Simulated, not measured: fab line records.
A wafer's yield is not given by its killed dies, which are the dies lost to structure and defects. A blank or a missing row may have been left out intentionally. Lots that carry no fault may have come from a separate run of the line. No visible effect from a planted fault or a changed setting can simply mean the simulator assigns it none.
The tool behind it: which one? ; flow rit cmos ; 48 wafers from 16 lots sampled at 5 of the route's 202 steps

## WHAT THE GAUGES READ, wafer by wafer
RIT_PRETRO_OVL_MEAS_06.
lot;measured;on;PRETRO_OVL (nm)
L159;day 2 08:11;overlay-02;-1.3 -1.5 -2.3
L160;day 2 14:31;overlay-01;-1.1 -2.2 -0.7
L161;day 2 18:40;overlay-01;1.6 1.7 -0.2
L162;day 2 22:28;overlay-02;1.1 2.6 2.7
L164;day 3 07:58;overlay-01;-1.7 -0.1 0.7
L165;day 3 15:53;overlay-01;1.2 1.9 -0.5
L167;day 4 02:56;overlay-02;-0.5 -0.5 0.0
L168;day 4 05:59;overlay-02;1.8 0.7 1.3
L169;day 4 10:12;overlay-02;131.7 131.9 131.5
L170;day 4 18:08;overlay-02;128.2 128.3 129.5
L173;day 5 07:03;overlay-02;130.9 131.0 129.9
L175;day 5 19:56;overlay-02;130.6 130.5 131.2
L177;day 6 01:51;overlay-01;0.7 -0.3 -0.1
L179;day 6 13:20;overlay-01;-1.9 -1.2 -0.9
L180;day 6 17:00;overlay-01;1.8 0.2 0.9
L182;day 7 01:22;overlay-01;1.7 0.8 0.6

RIT_REOX_THK_MEAS_04.
lot;measured;on;REOX_OXIDE_THK (nm)
L159;day 2 17:18;film metro-01;24.9 24.9 25.3
L160;day 2 23:53;film metro-02;24.8 25.2 24.8
L161;day 3 04:11;film metro-04;24.2 24.5 24.6
L162;day 3 11:37;film metro-02;24.1 24.7 24.8
L164;day 3 16:49;film metro-01;25.0 25.3 24.6
L165;day 4 01:34;film metro-02;24.5 24.9 24.9
L167;day 4 13:56;film metro-01;24.1 24.1 24.1
L168;day 4 16:30;film metro-02;24.1 24.3 24.6
L169;day 4 20:42;film metro-04;24.7 25.7 25.2
L170;day 5 08:41;film metro-04;25.2 25.5 25.5
L173;day 5 17:56;film metro-02;24.6 25.4 24.6
L175;day 6 05:00;film metro-01;25.2 25.5 25.2
L177;day 6 13:01;film metro-01;24.6 25.1 25.0
L179;day 6 22:10;film metro-02;25.0 24.2 24.8
L180;day 7 01:52;film metro-04;25.2 25.0 25.5
L182;day 7 10:58;film metro-04;25.0 25.0 25.0

RIT_PLDD_OVL_MEAS_06.
lot;measured;on;PLDD_OVL (nm)
L159;day 2 19:38;overlay-01;0.0 -1.4 0.0
L160;day 3 02:20;overlay-01;0.4 0.5 1.4
L161;day 3 06:38;overlay-02;0.8 2.0 0.5
L162;day 3 14:04;overlay-01;0.8 1.1 0.6
L164;day 3 19:25;overlay-01;0.8 0.4 1.1
L165;day 4 04:01;overlay-01;-1.2 -0.5 -1.6
L167;day 4 16:16;overlay-02;0.7 1.3 -0.1
L168;day 4 18:50;overlay-01;1.2 0.9 1.3
L169;day 4 23:17;overlay-02;0.0 0.0 0.3
L170;day 5 11:10;overlay-01;0.0 0.4 0.9
L173;day 5 20:37;overlay-02;-1.6 0.8 -0.8
L175;day 6 07:25;overlay-01;0.1 1.1 -0.1
L177;day 6 15:27;overlay-02;0.8 1.2 2.2
L179;day 7 01:01;overlay-02;-0.5 -0.2 -1.0
L180;day 7 04:28;overlay-01;-1.2 0.7 -0.1
L182;day 7 13:52;overlay-02;0.6 2.6 1.5

RIT_PLDD_TW_MEAS_10.
lot;measured;on;PLDD_TW
L159;day 2 20:08;film metro-04;2343 2334 2337
L160;day 3 02:52;film metro-03;2305 2306 2297
L161;day 3 07:09;film metro-01;2325 2344 2348
L162;day 3 14:35;film metro-04;2325 2310 2309
L164;day 3 19:56;film metro-01;2342 2338 2344
L165;day 4 04:32;film metro-01;2332 2330 2336
L167;day 4 16:47;film metro-01;2339 2352 2340
L168;day 4 19:21;film metro-01;2341 2349 2338
L169;day 4 23:47;film metro-01;2343 2336 2336
L170;day 5 11:45;film metro-03;2297 2303 2293
L173;day 5 21:08;film metro-03;2298 2292 2286
L175;day 6 07:55;film metro-04;2315 2324 2325
L177;day 6 15:58;film metro-04;2326 2312 2317
L179;day 7 01:32;film metro-01;2346 2343 2347
L180;day 7 04:59;film metro-03;2302 2312 2312
L182;day 7 14:23;film metro-04;2301 2322 2305

## WHICH TOOL RAN EACH LOT (tool, then ch and the chambers of the sampled wafers, then the start)
lot;RIT_PRETRO_EXPOSE_03
L159;iline stepper-01 ch 0, day 2 07:35
L160;iline stepper-01 ch 0, day 2 13:58
L161;iline stepper-02 ch 0, day 2 18:14
L162;iline stepper-01 ch 0, day 2 22:04
L164;iline stepper-02 ch 0, day 3 07:34
L165;iline stepper-02 ch 0, day 3 15:28
L167;iline stepper-02 ch 0, day 4 02:31
L168;iline stepper-01 ch 0, day 4 05:34
L169;iline stepper-02 ch 0, day 4 09:46
L170;iline stepper-02 ch 0, day 4 17:42
L173;iline stepper-02 ch 0, day 5 06:40
L175;iline stepper-02 ch 0, day 5 19:19
L177;iline stepper-01 ch 0, day 6 01:27
L179;iline stepper-01 ch 0, day 6 12:54
L180;iline stepper-01 ch 0, day 6 16:28
L182;iline stepper-01 ch 0, day 7 00:56
- RIT_PRETRO_EXPOSE_03: exposes mask M5, target cd 43700 nm.

## WHAT THE TOOLS THEMSELVES READ (means of the sampled wafers that have a number; where no wafer has one, the mark that the record gives instead)
RIT_PRETRO_EXPOSE_03.
lot;tool;stage vel mm s (mm/s)
L159;iline stepper-01;499.93
L160;iline stepper-01;500.03
L161;iline stepper-02;500.12
L162;iline stepper-01;499.55
L164;iline stepper-02;500.03
L165;iline stepper-02;500.11
L167;iline stepper-02;499.99
L168;iline stepper-01;500.04
L169;iline stepper-02;500.19
L170;iline stepper-02;499.93
L173;iline stepper-02;500.43
L175;iline stepper-02;499.82
L177;iline stepper-01;500.08
L179;iline stepper-01;499.77
L180;iline stepper-01;499.78
L182;iline stepper-01;499.77

## THE ANSWER, worked out from the rows above alone
Rule: usual is defined by the lots themselves. Put in order of their means at a reading, lots are off if they are a third of the lots or fewer, leave a main group of 4 or more, and stand apart from it by a gap of 3 or more times the standard deviation of the main group's means; of several such gaps the widest counts. A main group whose means are all the same, to the digits that the tables above print for the reading, isn't used. A lot without any number at a reading at which 4 lots or more have one is off too. All remaining lots with rows at the step are treated as sound. Order of review: gauges by route order, followed by the tools' own readings, for which a lot's mean as printed above is used. At the first step where some lot is off, the reading lying furthest off is the one used; lots without a number count as furthest.
Off: at RIT_PRETRO_OVL_MEAS_06 (PRETRO_OVL), L169, L170, L173, L175. The main group: mean 0.2 nm, standard deviation 1.2.
If a tool, at a process step before that reading, ran all the lots that are off and no sound lot after the first of them, it fits. Those tools and the gauges at RIT_PRETRO_OVL_MEAS_06 are tried in the same way. This does not decide it: 2 tools fit, namely iline stepper-02 at RIT_PRETRO_EXPOSE_03 and overlay-02 at RIT_PRETRO_OVL_MEAS_06.

## WHAT WAS PUT IN BY THE SIMULATOR
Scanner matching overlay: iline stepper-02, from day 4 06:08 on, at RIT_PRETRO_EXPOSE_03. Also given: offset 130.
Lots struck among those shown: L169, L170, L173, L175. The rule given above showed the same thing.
